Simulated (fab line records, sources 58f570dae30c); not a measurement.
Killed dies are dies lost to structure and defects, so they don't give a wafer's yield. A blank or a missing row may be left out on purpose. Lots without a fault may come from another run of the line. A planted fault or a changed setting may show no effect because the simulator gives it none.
Chamber matching | flow berkeley_cmos170 | UCB170_NSD_CLEAN_11 on wet_bench-02: 3 sister chambers
The step cleans in SPM, time 600 s. 14 wafers are shown with their chamber, then 7 later ones without.

WAFERS WITH THEIR CHAMBER
wafer  | chamber | bath_guard_temp_C (C) | bath_heat_duty_pct (%) | temp_c (C)
L801.2 | 2       | 118.9                 | 11.3                   | 120.05
L801.3 | 2       | 118.5                 | 11.6                   | 119.97
L801.6 | 2       | 119.0                 | 11.6                   | 120.02
L806.3 | 2       | 118.9                 | 12.5                   | 120.03
L806.5 | 2       | 119.0                 | 12.0                   | 120.01
L806.6 | 2       | 118.9                 | 11.4                   | 120.11
L809.1 | 1       | 119.5                 | 11.8                   | 119.81
L809.4 | 1       | 119.5                 | 14.5                   | 120.03
L809.6 | 1       | 119.8                 | 12.3                   | 119.82
L811.2 | 2       | 118.7                 | 11.9                   | 120.06
L811.4 | 2       | 118.8                 | 11.7                   | 120.05
L811.6 | 2       | 118.8                 | 11.7                   | 119.99
L814.1 | 0       | 119.7                 | 15.3                   | 120.11
L814.2 | 0       | 119.9                 | 15.1                   | 120.10

SIGNATURES (means of the wafers above)
reading            | chamber 0 | chamber 1 | chamber 2 | scatter within a chamber
bath_guard_temp_C  | 119.800   | 119.600   | 118.833   | 0.16
bath_heat_duty_pct | 15.200    | 12.867    | 11.744    | 0.685
temp_c             | 120.1050  | 119.8867  | 120.0322  | 0.0637
Rule: a wafer's distance from a chamber is the root of the sum, over the readings, of the square of ((its reading less the chamber's mean) divided by the reading's scatter). The wafer belongs to the nearest chamber; if the next one is less than 2 further off, it can't be placed. The scatter: the root of (the sum of the squares of (reading less its chamber's mean) over the shown wafers, divided by (wafers less chambers)).

WAFERS WITHOUT THEIR CHAMBER
wafer  | bath_guard_temp_C (C) | bath_heat_duty_pct (%) | temp_c (C)
L814.3 | 119.7                 | 15.7                   | 120.02
L818.3 | 119.7                 | 16.8                   | 120.19
L818.4 | 119.6                 | 16.9                   | 120.09
L818.6 | 119.8                 | 15.9                   | 119.99
L820.1 | 118.8                 | 11.3                   | 120.16
L820.4 | 118.5                 | 11.9                   | 120.16
L820.5 | 118.7                 | 11.1                   | 120.11

WHICH CHAMBER EACH WENT THROUGH
wafer  | from the rows above | in truth
L814.3 | 0                   | 0
L818.3 | 0                   | 0
L818.4 | 0                   | 0
L818.6 | 0                   | 0
L820.1 | 2                   | 2
L820.4 | 2                   | 2
L820.5 | 2                   | 2
Placed correctly: 7 of 7. Can't be placed from these rows: 0. Placed wrongly: 0.
